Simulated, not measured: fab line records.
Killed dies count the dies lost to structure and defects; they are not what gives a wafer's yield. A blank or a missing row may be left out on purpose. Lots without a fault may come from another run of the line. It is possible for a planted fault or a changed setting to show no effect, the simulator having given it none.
Split-lot experiment -- flow rit cmos -- 5 lots, 23 wafers read, on a route of 202 steps

== ABOUT THE SPLIT ==
At RIT_NWELL_COAT_01 (resist thk 1300 nm), the setting spin rpm was moved away from the recipe's 2000 rpm on 6 of the 23 wafers read, by -2.3% to +4.3%. All remaining wafers had this setting at the recipe value.

== FROM THE SPLIT TO THE READING: what the file shows between them, 3 steps ==
- RIT_NWELL_SOFTBAKE_02: time 62.15 s
- RIT_NWELL_EXPOSE_03: exposes mask M2, target cd 43900 nm
- RIT_NWELL_DEVELOP_05: develop time 68 s

== THE READING ==
NOVOLAK_of_NWELL_COAT_01.thk nm (the simulator's own value, which no gauge read), in nm, at RIT_NWELL_HARDBAKE_07 (time 120 s). There is no usual value for it anywhere in the file. Here, 17 wafers ran the recipe; their average is 1141 nm with a standard deviation of 3.6 nm.

wafer,"tool, chamber at the split","spin rpm as run, rpm",against the recipe,"NOVOLAK_of_NWELL_COAT_01.thk nm, nm",against lot-mates on the recipe
L074.1,"litho track-03, 0",2000,recipe,1145,-
L074.2,"litho track-03, 0",2086,+4.3%,1117,-26
L074.3,"litho track-03, 0",2086,+4.3%,1118,-25
L074.4,"litho track-03, 0",2000,recipe,1142,-
L074.6,"litho track-03, 0",2000,recipe,1143,-
L076.1,"litho track-03, 0",2000,recipe,1140,-
L076.2,"litho track-03, 0",1953,-2.3%,1155,+14
L076.4,"litho track-03, 0",1953,-2.3%,1155,+14
L076.5,"litho track-03, 0",2000,recipe,1141,-
L076.6,"litho track-03, 0",2000,recipe,1142,-
L078.1,"litho track-04, 0",2000,recipe,1134,-
L078.3,"litho track-04, 0",2000,recipe,1134,-
L078.2,"litho track-04, 0",2000,recipe,1135,-
L079.1,"litho track-03, 0",2000,recipe,1145,-
L079.2,"litho track-03, 0",2000,recipe,1142,-
L079.4,"litho track-03, 0",2000,recipe,1143,-
L079.5,"litho track-03, 0",2000,recipe,1143,-
L079.6,"litho track-03, 0",2000,recipe,1144,-
L084.1,"litho track-04, 0",2000,recipe,1137,-
L084.2,"litho track-04, 0",2000,recipe,1141,-
L084.4,"litho track-04, 0",2000,recipe,1144,-
L084.5,"litho track-04, 0",2040,+2.0%,1128,-13
L084.6,"litho track-04, 0",2040,+2.0%,1130,-11

FIT RESULTS
A straight line over all 23 wafers: NOVOLAK_of_NWELL_COAT_01.thk nm changes by -5.64 nm for each +1% of spin rpm; r = -0.94; the points scatter about the line by 3.2 nm.
The same after taking each lot's own level away (the mean of its wafers on the recipe; 23 wafers): -5.97 nm for each +1%; r = -0.99; scatter 1.4 nm.
The reading moves by 26 nm for the largest change in spin rpm, on that fit.
The span of the lots' own levels, 1134.3 to 1143.4 nm, comes to 2.5 times the standard deviation stated above.
Hence the lot-to-lot level has little effect on the slope; both slopes agree.
Check: with one of the wafers moved furthest among these (+4.3%) left out of the fit, the line predicts -25.3 nm for it against its lot-mates. Against them it came out at -26.3 nm.

== OTHER SPLITS APPLIED TO THESE WAFERS ==
Other splits were also applied to these wafers ahead of the reading. Each is held against what the fit with the lots' levels taken away leaves over:
other split on the same wafers,wafers away from the commonest value,r with NOVOLAK_of_NWELL_COAT_01.thk nm (lot level and that fit taken away)
RIT_ACTIVE_OXIDATION_01 temp c,15,+0.03
RIT_FOX1_OXIDATION_00 temp c,18,-0.04

== THE WHOLE CHAIN: every reading that the file lists as answering this split, in the file's order ==
step,what it does,reading,change (the file's fit),r (the file's)
RIT_NWELL_COAT_01,resist thk 1300 nm,"NOVOLAK_of_NWELL_COAT_01.thk nm (the simulator's own value, which no gauge read)",-6.81 nm for each +1% of the setting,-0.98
RIT_NWELL_HARDBAKE_07,time 120 s,"NOVOLAK_of_NWELL_COAT_01.thk nm (the simulator's own value, which no gauge read)",-5.87 nm for each +1% of the setting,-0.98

== THE FILE'S OWN FIT ==
NOVOLAK_of_NWELL_COAT_01.thk nm changes by -5.87 nm for each +1% of spin rpm, r = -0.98.
